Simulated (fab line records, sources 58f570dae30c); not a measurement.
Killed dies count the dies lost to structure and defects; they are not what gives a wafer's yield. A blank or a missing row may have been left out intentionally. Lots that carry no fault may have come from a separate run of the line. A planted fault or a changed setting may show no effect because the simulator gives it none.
What tool caused it? + flow berkeley_cmos170 + 14 lots with 42 wafers sampled at 6 steps, on a route of 331 steps

== WHAT THE GAUGES SHOWED, per wafer ==
UCB170_NWELL_OVL_MEAS_12.
| lot  | measured    | on         | NWELL_OVL (nm) |
|------|-------------|------------|----------------|
| L678 | day 2 08:50 | overlay-02 | 1 1 2          |
| L679 | day 2 17:18 | overlay-01 | -16 -10 -11    |
| L680 | day 3 02:18 | overlay-01 | 5 1 4          |
| L681 | day 3 02:28 | overlay-02 | 1 -1 -4        |
| L682 | day 3 13:42 | overlay-02 | 5 1 3          |
| L684 | day 3 18:00 | overlay-01 | -5 -9 5        |
| L683 | day 3 18:17 | overlay-02 | -10 -11 -12    |
| L686 | day 4 02:37 | overlay-02 | 4 6 5          |
| L685 | day 4 03:20 | overlay-02 | -5 -9 -6       |
| L687 | day 4 08:08 | overlay-02 | 0 -2 -6        |
| L688 | day 4 11:24 | overlay-02 | 2 -1 -1        |
| L696 | day 6 05:43 | overlay-02 | -2 4 -2        |
| L695 | day 6 05:59 | overlay-01 | 2 3 4          |
| L701 | day 7 12:54 | overlay-01 | -10 -5 -10     |

UCB170_PWELL_THK_MEAS_06.
| lot  | measured    | on            | PWELL_NITRIDE_THK (nm) |
|------|-------------|---------------|------------------------|
| L678 | day 3 05:25 | film_metro-02 | 220.2 219.4 221.2      |
| L679 | day 3 12:37 | film_metro-02 | 220.0 218.0 220.0      |
| L680 | day 3 20:08 | film_metro-03 | 221.7 221.3 221.6      |
| L681 | day 3 20:07 | film_metro-01 | 218.7 219.0 217.9      |
| L682 | day 4 08:20 | film_metro-03 | 218.6 217.2 219.5      |
| L684 | day 4 12:25 | film_metro-02 | 220.8 221.7 221.8      |
| L683 | day 4 12:25 | film_metro-03 | 219.7 219.2 217.8      |
| L686 | day 4 18:11 | film_metro-02 | 323.1 322.7 321.5      |
| L685 | day 4 18:13 | film_metro-03 | 323.0 321.8 321.1      |
| L687 | day 4 22:34 | film_metro-03 | 320.1 318.9 321.3      |
| L688 | day 5 04:50 | film_metro-02 | 217.2 216.8 218.3      |
| L696 | day 6 23:00 | film_metro-03 | 221.5 219.2 220.4      |
| L695 | day 6 22:59 | film_metro-01 | 217.3 216.5 217.2      |
| L701 | day 8 19:47 | film_metro-01 | 219.6 221.3 221.2      |

UCB170_SACOX_THK_MEAS_02.
| lot  | measured     | on            | SACOX_OXIDE_THK (nm) |
|------|--------------|---------------|----------------------|
| L678 | day 5 19:11  | film_metro-04 | 14.59 14.54 14.55    |
| L679 | day 6 06:35  | film_metro-02 | 14.51 14.59 14.46    |
| L680 | day 6 06:37  | film_metro-03 | 13.81 13.81 14.00    |
| L681 | day 6 06:35  | film_metro-04 | 14.10 14.26 13.88    |
| L682 | day 6 16:44  | film_metro-02 | 14.57 14.58 14.51    |
| L684 | day 7 06:59  | film_metro-03 | 14.19 14.47 14.27    |
| L683 | day 7 07:03  | film_metro-03 | 14.58 14.53 14.47    |
| L686 | day 7 06:59  | film_metro-02 | 14.45 14.09 14.07    |
| L685 | day 7 06:59  | film_metro-04 | 13.90 14.03 14.13    |
| L687 | day 7 22:06  | film_metro-02 | 14.51 14.84 14.72    |
| L688 | day 7 22:06  | film_metro-04 | 14.87 14.58 14.67    |
| L696 | day 10 04:17 | film_metro-02 | 14.80 14.60 14.78    |
| L695 | day 10 04:16 | film_metro-03 | 14.55 14.55 14.31    |
| L701 | day 11 11:11 | film_metro-03 | 14.20 14.13 13.95    |

UCB170_NVT_OVL_MEAS_06.
| lot  | measured     | on         | NVT_OVL (nm) |
|------|--------------|------------|--------------|
| L678 | day 6 10:49  | overlay-01 | -4 0 10      |
| L679 | day 6 20:49  | overlay-02 | -1 3 -5      |
| L680 | day 6 21:09  | overlay-01 | 0 1 4        |
| L681 | day 6 21:01  | overlay-02 | 6 2 -1       |
| L682 | day 7 07:41  | overlay-01 | 4 -8 -6      |
| L684 | day 8 03:11  | overlay-01 | -4 4 3       |
| L683 | day 8 03:33  | overlay-01 | 0 5 2        |
| L686 | day 8 03:26  | overlay-02 | 1 4 2        |
| L685 | day 8 03:49  | overlay-02 | -4 2 5       |
| L687 | day 8 19:52  | overlay-01 | 8 9 7        |
| L688 | day 8 19:38  | overlay-01 | 9 5 15       |
| L696 | day 10 22:31 | overlay-01 | 6 -6 7       |
| L695 | day 10 21:52 | overlay-02 | 1 8 5        |
| L701 | day 12 03:05 | overlay-02 | 3 -10 -7     |

== WHAT TOOL EACH LOT RAN ON (gives the tool, then ch and the chambers of the sampled wafers, and finally the start) ==
| lot  | UCB170_PWELL_CVD_05        | UCB170_PWELL_ETCH_14              |
|------|----------------------------|-----------------------------------|
| L678 | lpcvd-01 ch 1, day 3 03:30 | rie_diel-03 ch 0,1, day 3 06:21   |
| L679 | lpcvd-01 ch 1, day 3 10:41 | rie_diel-02 ch 0,1,3, day 3 13:57 |
| L680 | lpcvd-02 ch 1, day 3 18:11 | rie_diel-03 ch 1,2,3, day 3 21:20 |
| L681 | lpcvd-02 ch 1, day 3 18:11 | rie_diel-02 ch 1,3, day 3 21:50   |
| L682 | lpcvd-02 ch 0, day 4 06:25 | rie_diel-02 ch 1,2,3, day 4 09:16 |
| L684 | lpcvd-01 ch 1, day 4 10:30 | rie_diel-02 ch 1,2, day 4 13:38   |
| L683 | lpcvd-01 ch 0, day 4 10:30 | rie_diel-04 ch 0,3, day 4 13:53   |
| L686 | lpcvd-01 ch 0, day 4 16:16 | rie_diel-04 ch 0,2,3, day 4 19:07 |
| L685 | lpcvd-01 ch 0, day 4 16:16 | rie_diel-03 ch 0,1, day 4 19:50   |
| L687 | lpcvd-01 ch 0, day 4 20:39 | rie_diel-03 ch 0,2,3, day 4 23:38 |
| L688 | lpcvd-02 ch 1, day 5 02:55 | rie_diel-02 ch 0,2, day 5 06:08   |
| L696 | lpcvd-02 ch 1, day 6 21:04 | rie_diel-03 ch 0,1,2, day 7 00:26 |
| L695 | lpcvd-02 ch 0, day 6 21:04 | rie_diel-04 ch 0,1,2, day 7 00:22 |
| L701 | lpcvd-01 ch 1, day 8 16:50 | rie_diel-02 ch 0,1,3, day 8 20:56 |
- UCB170_PWELL_CVD_05: deposits Si3N4 from SiH2Cl2/NH3, target thk 220 nm, time 3300 s.
- UCB170_PWELL_ETCH_14: etches Si3N4 in CH3F/Ar/O2, stops on SiO2, target depth 242 nm, time 151 s.

== AS READ BY THE TOOLS THEMSELVES (means over the sampled wafers that have a number; for cases with no such wafer, the mark the record gives instead) ==
UCB170_PWELL_CVD_05.
| lot  | tool     | spike_tc_centre_C (C) | zone_power_source_pct (%) |
|------|----------|-----------------------|---------------------------|
| L678 | lpcvd-01 | 803.9                 | 22.6                      |
| L679 | lpcvd-01 | 801.7                 | 22.5                      |
| L680 | lpcvd-02 | 802.8                 | 17.8                      |
| L681 | lpcvd-02 | 804.0                 | 17.8                      |
| L682 | lpcvd-02 | 800.7                 | 19.0                      |
| L684 | lpcvd-01 | 803.0                 | 22.6                      |
| L683 | lpcvd-01 | 802.1                 | 21.3                      |
| L686 | lpcvd-01 | 801.5                 | 21.1                      |
| L685 | lpcvd-01 | 802.5                 | 21.2                      |
| L687 | lpcvd-01 | 802.1                 | 21.0                      |
| L688 | lpcvd-02 | 802.4                 | 17.8                      |
| L696 | lpcvd-02 | 802.8                 | 17.9                      |
| L695 | lpcvd-02 | 800.5                 | 18.9                      |
| L701 | lpcvd-01 | 803.3                 | 22.6                      |

UCB170_PWELL_ETCH_14.
| lot  | tool        | drypump_motor_current_A (A) | oes_product_au (a.u.) | throttle_valve_pct (%) |
|------|-------------|-----------------------------|-----------------------|------------------------|
| L678 | rie_diel-03 | 5.6                         | 0.925                 | 8.08                   |
| L679 | rie_diel-02 | 5.6                         | 0.942                 | 8.02                   |
| L680 | rie_diel-03 | 6.0                         | 0.942                 | 8.06                   |
| L681 | rie_diel-02 | 5.8                         | 0.940                 | 8.11                   |
| L682 | rie_diel-02 | 5.8                         | 0.930                 | 8.07                   |
| L684 | rie_diel-02 | 5.9                         | 0.927                 | 8.03                   |
| L683 | rie_diel-04 | 5.9                         | 0.944                 | 8.15                   |
| L686 | rie_diel-04 | 6.1                         | 1.015                 | 8.06                   |
| L685 | rie_diel-03 | 5.5                         | 0.999                 | 8.04                   |
| L687 | rie_diel-03 | 6.0                         | 0.993                 | 8.10                   |
| L688 | rie_diel-02 | 5.6                         | 0.939                 | 7.93                   |
| L696 | rie_diel-03 | 5.8                         | 0.933                 | 8.11                   |
| L695 | rie_diel-04 | 6.2                         | 0.948                 | 8.01                   |
| L701 | rie_diel-02 | 5.7                         | 0.940                 | 8.01                   |

== THE ANSWER, worked out from the rows above alone ==
Rule: usual is defined by the lots themselves. The widest of any qualifying gaps counts: lots, ordered by their means at a reading, are off when they make up no more than a third of the lots, leave a main group of 4 or more, and stand apart from it by 3 or more times the standard deviation of that group's means. Not used: any main group whose means are identical at the precision the tables above print for the reading. Also off: a lot with no number at a reading for which 4 or more lots have one. Where the step has rows for the other lots, those lots are counted as sound. Order of review: gauges by route order, followed by the tools' own readings, for which a lot's mean as printed above is used. The first step at which some lot is off is used, and at that step the reading that is off furthest; a lot without a number counts as furthest.
Off: L686, L685, L687, at UCB170_PWELL_THK_MEAS_06 (PWELL_NITRIDE_THK). The main group: mean 219.4 nm, standard deviation 1.5.
If a tool, at a process step before that reading, ran all the lots that are off and no sound lot after the first of them, it fits. The gauges at UCB170_PWELL_THK_MEAS_06 aren't tried: what is off there is off at UCB170_PWELL_ETCH_14 too, on other tools, and a gauge's error can't cause that. Not one of the candidates tried fits.

== WHAT THE SIMULATOR HAD PUT IN ==
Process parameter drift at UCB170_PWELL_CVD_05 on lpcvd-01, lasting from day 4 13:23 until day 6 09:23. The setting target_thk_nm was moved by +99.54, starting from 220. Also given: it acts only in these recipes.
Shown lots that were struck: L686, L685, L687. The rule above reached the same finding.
